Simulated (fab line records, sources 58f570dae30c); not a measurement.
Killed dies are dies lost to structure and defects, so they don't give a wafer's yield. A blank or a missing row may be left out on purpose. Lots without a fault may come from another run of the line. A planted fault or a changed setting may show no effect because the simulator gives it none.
One fault seen from 2 desks | flow berkeley_cmos170 | each desk has only its own numbers; what lay behind them comes last

THE TOOL OWNER'S DESK: lpcvd-02
The tool's own readings at UCB170_CONTACT_CVD_01 (deposits PSG from SiH4/O2/PH3, target thk 700 nm, time 2820 s): means of the sampled wafers that have a number, for each lot that ran on this tool. A lot is out of limits, marked OUT, if its mean lies more than 4 standard deviations from the usual mean; the brackets give that distance.
Columns: A = spike_tc_centre_C at UCB170_CONTACT_CVD_01, usual 454.3 C; B = spike_tc_load_C at UCB170_CONTACT_CVD_01, usual 467.9 C; C = spike_tc_source_C at UCB170_CONTACT_CVD_01, usual 469.4 C; D = susceptor_temp_C at UCB170_CONTACT_CVD_01, usual 450.01 C
lot  | first seen here | A                | B                | C                | D
L125 | day 6 17:14     | 456.5            | 467.9            | 468.4            | 449.79
L126 | day 6 17:14     | 455.9            | 467.7            | 469.6            | 450.21
L128 | day 6 17:14     | 455.8            | 466.8            | 468.7            | 450.02
L129 | day 7 13:37     | 439.8 (-6.0) OUT | 452.0 (-9.4) OUT | 452.9 (-8.7) OUT | 434.07 (-64) OUT
L130 | day 7 15:25     | 434.7 (-8.2) OUT | 454.6 (-7.8) OUT | 456.9 (-6.6) OUT | 434.15 (-63) OUT
L132 | day 7 22:35     | 439.6 (-6.1) OUT | 452.3 (-9.2) OUT | 452.3 (-9.0) OUT | 433.92 (-64) OUT
L144 | day 10 23:05    | 450.9            | 470.3            | 472.1            | 450.39
L145 | day 10 23:05    | 455.2            | 468.6            | 468.4            | 450.07
L147 | day 11 05:13    | 455.9            | 467.5            | 468.8            | 450.21
L148 | day 11 14:42    | 454.7            | 468.6            | 467.8            | 449.91
This desk's finding: out of limits on L129, L130, L132; first on L129, day 7 13:37 (spike_tc_centre_C at UCB170_CONTACT_CVD_01). In limits: L125, L126, L128, L144, L145, L147, L148.

THE METROLOGY DESK
What the gauges read, lot by lot, whatever tool the lot ran on: means of the sampled wafers that have a number. A lot is out of limits, marked OUT, if its mean lies more than 4 standard deviations from the usual mean; the brackets give that distance.
Columns: A = PSD_OVL at UCB170_PSD_OVL_MEAS_07, usual -1 nm; B = cd_nm at UCB170_NSD_CD_MEAS_06, usual 1200.0 nm; C = CONTACT_PSG_THK at UCB170_CONTACT_THK_MEAS_02, usual 700 nm
lot  | first seen here | A  | B      | C
L127 | day 6 09:18     | 0  | 1198.6 | 700
L126 | day 6 09:31     | -7 | 1199.6 | 693
L125 | day 6 09:38     | -5 | 1198.7 | 701
L128 | day 6 11:58     | 3  | 1201.2 | 705
L131 | day 7 07:10     | 3  | 1199.4 | 705
L129 | day 7 07:31     | 8  | 1198.8 | 607 (-15) OUT
L130 | day 7 07:48     | 6  | 1199.6 | 619 (-13) OUT
L132 | day 7 18:02     | 5  | 1201.0 | 611 (-14) OUT
L142 | day 10 05:38    | -1 | 1197.0 | 701
L146 | day 10 15:14    | -3 | 1197.8 | 691
L144 | day 10 15:34    | 8  | 1201.2 | 692
L145 | day 10 15:50    | -4 | 1199.9 | 695
L147 | day 11 00:46    | -2 | 1201.2 | 695
L148 | day 11 10:30    | -4 | 1201.8 | 699
This desk's finding: out of limits on L129, L130, L132; first on L129, day 7 15:25 (CONTACT_PSG_THK at UCB170_CONTACT_THK_MEAS_02). In limits: L127, L126, L125, L128, L131, L142, L146, L144, L145, L147, L148.

PUT TOGETHER
The tool owner's desk could have raised an alarm at day 7 13:37, on L129, L130, L132.
The metrology desk could have raised an alarm at day 7 15:25, on L129, L130, L132.
Of the lots named, all ran UCB170_CONTACT_CVD_01 on lpcvd-02.

WHAT THE SIMULATOR HAD PUT IN
Process parameter drift: lpcvd-02, from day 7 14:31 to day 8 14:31, at UCB170_CONTACT_CVD_01. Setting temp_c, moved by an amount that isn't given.
Lots struck among those shown: L129, L130, L132.
